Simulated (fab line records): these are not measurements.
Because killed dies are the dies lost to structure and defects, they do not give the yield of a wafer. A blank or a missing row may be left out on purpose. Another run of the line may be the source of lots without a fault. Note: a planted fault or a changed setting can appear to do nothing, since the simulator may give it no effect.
Chamber matching / flow ritCmos / rieSi-01 running RIT_GATE_ETCH_19: 4 sister chambers
The step etches poly-Si in SF6/CHF3/O2, stops on SiO2, time 165 s, target depth 312.5 nm. 4 wafers are shown with their chamber, then 7 later ones without.

WAFERS WITH THEIR CHAMBER
wafer=L144.5; chamber=2; throttleValvePct (%)=10.08
wafer=L152.1; chamber=3; throttleValvePct (%)=10.38
wafer=L156.1; chamber=0; throttleValvePct (%)=10.29
wafer=L156.4; chamber=1; throttleValvePct (%)=10.29

WAFERS WITH NO CHAMBER GIVEN
wafer=L156.5; throttleValvePct (%)=10.10
wafer=L158.1; throttleValvePct (%)=10.27
wafer=L158.5; throttleValvePct (%)=10.28
wafer=L158.6; throttleValvePct (%)=10.37
wafer=L160.2; throttleValvePct (%)=10.35
wafer=L160.4; throttleValvePct (%)=10.28
wafer=L160.5; throttleValvePct (%)=10.07

THE CHAMBER EACH PASSED THROUGH
wafer=L156.5; from the rows above=2; in truth=2
wafer=L158.1; from the rows above=can't be placed: 0 or 1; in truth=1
wafer=L158.5; from the rows above=can't be placed: 0 or 1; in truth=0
wafer=L158.6; from the rows above=3; in truth=3
wafer=L160.2; from the rows above=can't be placed: 3 or 0 or 1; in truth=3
wafer=L160.4; from the rows above=can't be placed: 0 or 1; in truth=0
wafer=L160.5; from the rows above=2; in truth=2
Correctly placed: 3 of 7. Unplaceable from these rows: 4, with the true chamber sitting among the candidates in 4. Wrongly placed: 0.
How it was worked out, from the rows above alone: a wafer's distance from a chamber is the root of the sum, over the readings, of the square of ((its reading less the chamber's mean) divided by the reading's scatter). If the next closest chamber is less than 2 further off than the closest, the wafer can't be placed; otherwise it belongs to the closest. The mean given for a chamber averages the wafers shown for that chamber. The scatter: root of mean squared gap, hidden wafer to nearest shown wafer, with one shown wafer a chamber.
